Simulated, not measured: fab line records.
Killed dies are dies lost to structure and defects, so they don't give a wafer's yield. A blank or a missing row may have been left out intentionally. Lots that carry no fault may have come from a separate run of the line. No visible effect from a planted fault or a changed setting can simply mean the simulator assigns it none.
2 desks looking at one fault :: flow rit_cmos :: every desk sees just its own numbers, and what lay behind them comes last

## AT THE TOOL OWNER'S DESK: litho_track-01
Per lot that ran on this tool, the mean of the sampled wafers carrying a number, from the tool's own readings at RIT_ACTIVE_SOFTBAKE_07 (time 60 s). A lot is out of limits, marked OUT, if its mean lies more than 4 standard deviations from the usual mean; the brackets give that distance.
Columns: A = heater_power_total_W at RIT_ACTIVE_SOFTBAKE_07, usual 34.56 W; B = plate_temp_C at RIT_ACTIVE_SOFTBAKE_07, usual 89.99 C; C = resist_line_temp_C at RIT_ACTIVE_SOFTBAKE_07, usual 22.98 C
lot: L787
first seen here: day 2 07:22
A: 34.51
B: 89.99
C: 23.01

lot: L796
first seen here: day 4 02:43
A: 36.23 (+32) OUT
B: 93.14 (+23) OUT
C: 22.99

lot: L798
first seen here: day 4 14:02
A: 36.20 (+32) OUT
B: 93.28 (+23) OUT
C: 22.98
This desk finds L796, L798 out of limits, L796 being first, at day 4 02:43 (heater_power_total_W at RIT_ACTIVE_SOFTBAKE_07). Within limits: L787.

## THE METROLOGY DESK
What the gauges read for every lot (on any tool): the sampled wafers with a number, averaged. A lot is out of limits, marked OUT, if its mean lies more than 4 standard deviations from the usual mean; the brackets give that distance.
Columns: A = INCOMING_BOW at RIT_ACTIVE_BOW_MEAS_00, usual 1 um; B = ACTIVE_OXIDE_THK at RIT_ACTIVE_THK_MEAS_02, usual 47.1 nm; C = ACTIVE_NITRIDE_THK at RIT_ACTIVE_THK_MEAS_04, usual 149.9 nm; D = cd_nm at RIT_ACTIVE_CD_MEAS_11, usual 1400.2 nm
lot: L787
first seen here: day 2 01:01
A: -1
B: 48.6
C: 147.9
D: 1400.1

lot: L788
first seen here: day 2 06:00
A: 0
B: 48.0
C: 150.4
D: 1396.6

lot: L796
first seen here: day 3 22:04
A: -2
B: 46.5
C: 150.3
D: 1399.4

lot: L798
first seen here: day 4 08:00
A: -6
B: 44.9
C: 149.7
D: 1404.6

lot: L806
first seen here: day 6 00:00
A: -2
B: 46.9
C: 151.3
D: 1400.8

lot: L807
first seen here: day 6 05:02
A: 4
B: 47.0
C: 149.0
D: 1399.6
This desk's verdict: no lot among the 6 shows anything out of limits.

## ALL TOGETHER
The tool owner's desk had the chance to raise an alarm at day 4 02:43 on L796, L798.
The metrology desk saw nothing out of limits.
The metrology desk has L796, L798 on record, within its limits.
All the named lots went through RIT_ACTIVE_SOFTBAKE_07 on litho_track-01.

## WHAT THE SIMULATOR PUT IN
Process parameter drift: litho_track-01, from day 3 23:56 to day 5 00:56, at RIT_ACTIVE_SOFTBAKE_07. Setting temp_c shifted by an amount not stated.
Struck lots among those shown: L796, L798.
How many hours passed from the start of the fault until each desk's first out-of-limits reading: the tool owner's desk, 3.
